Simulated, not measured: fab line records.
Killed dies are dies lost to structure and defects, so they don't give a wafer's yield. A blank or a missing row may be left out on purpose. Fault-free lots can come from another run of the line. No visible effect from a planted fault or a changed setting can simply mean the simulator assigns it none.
Commonality check across tools || flow rit-cmos || Lots sampled 14, wafers sampled 42

== REASON IT WAS OPENED ==
2 of 14 lots carry a flag on the reading PRETRO_TW at RIT_PRETRO_TW_MEAS_10. No-fault wafers: 479.0, standard deviation 2.2.
Rule: flag the lot when none of its wafers has a number, or when each of its wafers that has one lies beyond 4 standard deviations from that mean. As for the other lots, they are considered sound.

{"lot": "L622", "measured": "day 2 12:41", "on": "film-metro-04", "PRETRO_TW, wafer by wafer": "480.1 477.3 477.7", "flag": ""}
{"lot": "L623", "measured": "day 2 17:49", "on": "film-metro-01", "PRETRO_TW, wafer by wafer": "477.4 479.2 478.1", "flag": ""}
{"lot": "L624", "measured": "day 2 23:10", "on": "film-metro-04", "PRETRO_TW, wafer by wafer": "478.6 479.1 479.2", "flag": ""}
{"lot": "L625", "measured": "day 3 07:13", "on": "film-metro-03", "PRETRO_TW, wafer by wafer": "483.3 481.9 480.4", "flag": ""}
{"lot": "L627", "measured": "day 3 14:17", "on": "film-metro-01", "PRETRO_TW, wafer by wafer": "482.9 483.8 480.8", "flag": ""}
{"lot": "L632", "measured": "day 4 15:47", "on": "film-metro-03", "PRETRO_TW, wafer by wafer": "478.6 484.8 481.2", "flag": ""}
{"lot": "L633", "measured": "day 4 21:23", "on": "film-metro-03", "PRETRO_TW, wafer by wafer": "480.2 482.2 481.5", "flag": ""}
{"lot": "L634", "measured": "day 5 01:53", "on": "film-metro-04", "PRETRO_TW, wafer by wafer": "482.0 475.8 482.4", "flag": ""}
{"lot": "L636", "measured": "day 5 11:01", "on": "film-metro-01", "PRETRO_TW, wafer by wafer": "478.8 479.6 480.9", "flag": ""}
{"lot": "L638", "measured": "day 5 19:16", "on": "film-metro-01", "PRETRO_TW, wafer by wafer": "475.8 473.3 477.2", "flag": ""}
{"lot": "L642", "measured": "day 6 15:53", "on": "film-metro-04", "PRETRO_TW, wafer by wafer": "461.1 460.1 457.1", "flag": "FLAGGED"}
{"lot": "L643", "measured": "day 6 19:01", "on": "film-metro-03", "PRETRO_TW, wafer by wafer": "458.3 458.3 459.1", "flag": "FLAGGED"}
{"lot": "L644", "measured": "day 7 00:49", "on": "film-metro-04", "PRETRO_TW, wafer by wafer": "475.3 472.9 477.6", "flag": ""}
{"lot": "L645", "measured": "day 7 07:15", "on": "film-metro-04", "PRETRO_TW, wafer by wafer": "478.2 478.7 479.2", "flag": ""}
The numbers of the flagged lots are 459.0 on average: -20.0 against the usual, or -9 standard deviations.

== WHICH TOOL RAN EACH LOT ==
2 process steps preceding the reading are held in the record, out of 202 steps in the route. Every cell lists first the tool, next ch and the chambers used by the sampled wafers, and last the start.
{"lot": "L622", "flag": "", "RIT_NWELL_STRIP_09": "plasma-asher-02 ch 0,1, day 2 02:24", "RIT_PRETRO_IMPLANT_08": "implanter-04 ch 0, day 2 12:24"}
{"lot": "L623", "flag": "", "RIT_NWELL_STRIP_09": "plasma-asher-04 ch 0,1, day 2 04:50", "RIT_PRETRO_IMPLANT_08": "implanter-04 ch 0, day 2 17:31"}
{"lot": "L624", "flag": "", "RIT_NWELL_STRIP_09": "plasma-asher-02 ch 0,1, day 2 09:38", "RIT_PRETRO_IMPLANT_08": "implanter-04 ch 0, day 2 22:50"}
{"lot": "L625", "flag": "", "RIT_NWELL_STRIP_09": "plasma-asher-02 ch 0, day 2 20:34", "RIT_PRETRO_IMPLANT_08": "implanter-04 ch 0, day 3 06:55"}
{"lot": "L627", "flag": "", "RIT_NWELL_STRIP_09": "plasma-asher-03 ch 0,1, day 3 00:59", "RIT_PRETRO_IMPLANT_08": "implanter-02 ch 0, day 3 13:58"}
{"lot": "L632", "flag": "", "RIT_NWELL_STRIP_09": "plasma-asher-03 ch 0,1, day 4 05:22", "RIT_PRETRO_IMPLANT_08": "implanter-03 ch 0, day 4 15:28"}
{"lot": "L633", "flag": "", "RIT_NWELL_STRIP_09": "plasma-asher-04 ch 0,1, day 4 09:29", "RIT_PRETRO_IMPLANT_08": "implanter-02 ch 0, day 4 21:03"}
{"lot": "L634", "flag": "", "RIT_NWELL_STRIP_09": "plasma-asher-02 ch 0,1, day 4 13:10", "RIT_PRETRO_IMPLANT_08": "implanter-02 ch 0, day 5 01:34"}
{"lot": "L636", "flag": "", "RIT_NWELL_STRIP_09": "plasma-asher-02 ch 0,1, day 4 22:58", "RIT_PRETRO_IMPLANT_08": "implanter-02 ch 0, day 5 10:41"}
{"lot": "L638", "flag": "", "RIT_NWELL_STRIP_09": "plasma-asher-02 ch 0,1, day 5 07:33", "RIT_PRETRO_IMPLANT_08": "implanter-04 ch 0, day 5 18:57"}
{"lot": "L642", "flag": "FLAGGED", "RIT_NWELL_STRIP_09": "plasma-asher-03 ch 0, day 6 04:50", "RIT_PRETRO_IMPLANT_08": "implanter-04 ch 0, day 6 15:35"}
{"lot": "L643", "flag": "FLAGGED", "RIT_NWELL_STRIP_09": "plasma-asher-03 ch 0, day 6 08:52", "RIT_PRETRO_IMPLANT_08": "implanter-04 ch 0, day 6 18:41"}
{"lot": "L644", "flag": "", "RIT_NWELL_STRIP_09": "plasma-asher-03 ch 0,1, day 6 12:29", "RIT_PRETRO_IMPLANT_08": "implanter-02 ch 0, day 7 00:29"}
{"lot": "L645", "flag": "", "RIT_NWELL_STRIP_09": "plasma-asher-02 ch 0,1, day 6 20:55", "RIT_PRETRO_IMPLANT_08": "implanter-02 ch 0, day 7 06:56"}
What the steps here do:
- RIT_NWELL_STRIP_09: strips in O2, time 180 s.
- RIT_PRETRO_IMPLANT_08
- RIT_PRETRO_TW_MEAS_10

== FLAGGED OVER TOTAL, TOOL BY TOOL (the gauges that took the reading come last) ==
{"step": "RIT_NWELL_STRIP_09", "tool": "plasma-asher-02", "lots run": 7, "flagged": 0, "share of the flagged lots": "none", "sound lots run after its first flagged lot": "-"}
{"step": "RIT_NWELL_STRIP_09", "tool": "plasma-asher-03", "lots run": 5, "flagged": 2, "share of the flagged lots": "all", "sound lots run after its first flagged lot": "1 (L644)"}
{"step": "RIT_NWELL_STRIP_09", "tool": "plasma-asher-04", "lots run": 2, "flagged": 0, "share of the flagged lots": "none", "sound lots run after its first flagged lot": "-"}
{"step": "RIT_PRETRO_IMPLANT_08", "tool": "implanter-02", "lots run": 6, "flagged": 0, "share of the flagged lots": "none", "sound lots run after its first flagged lot": "-"}
{"step": "RIT_PRETRO_IMPLANT_08", "tool": "implanter-03", "lots run": 1, "flagged": 0, "share of the flagged lots": "none", "sound lots run after its first flagged lot": "-"}
{"step": "RIT_PRETRO_IMPLANT_08", "tool": "implanter-04", "lots run": 7, "flagged": 2, "share of the flagged lots": "all", "sound lots run after its first flagged lot": 0}
{"step": "RIT_PRETRO_TW_MEAS_10", "tool": "film-metro-01", "lots run": 4, "flagged": 0, "share of the flagged lots": "none", "sound lots run after its first flagged lot": "-"}
{"step": "RIT_PRETRO_TW_MEAS_10", "tool": "film-metro-03", "lots run": 4, "flagged": 1, "share of the flagged lots": "some", "sound lots run after its first flagged lot": 0}
{"step": "RIT_PRETRO_TW_MEAS_10", "tool": "film-metro-04", "lots run": 6, "flagged": 1, "share of the flagged lots": "some", "sound lots run after its first flagged lot": "2 (L644,L645)"}

== WHAT THE TABLE ALLOWS ==
2 rows of the table ran every flagged lot: plasma-asher-03 at RIT_NWELL_STRIP_09, implanter-04 at RIT_PRETRO_IMPLANT_08.
- plasma-asher-03 at RIT_NWELL_STRIP_09: 2 of its 5 lots flagged. After the first flagged lot (L644), sound lots still ran on it; a lasting fault on the whole tool would not permit that.
- implanter-04 at RIT_PRETRO_IMPLANT_08: 2 of its 7 lots flagged. A fault beginning between L638 (day 5 18:57), its last sound lot, and L642 (day 6 15:35), its first flagged one, fits the data. Its own readings (dose-ions-cm2, faraday-current-uA) fall more than 4 standard deviations out on all wafers of the flagged lots.
One tool is left: implanter-04 at RIT_PRETRO_IMPLANT_08.

== WHAT THE SIMULATOR HAD INSERTED ==
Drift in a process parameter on implanter-04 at RIT_PRETRO_IMPLANT_08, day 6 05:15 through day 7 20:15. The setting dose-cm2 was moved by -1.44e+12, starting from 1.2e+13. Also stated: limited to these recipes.
Lots struck among those shown: L642, L643. Same finding as the rule above.
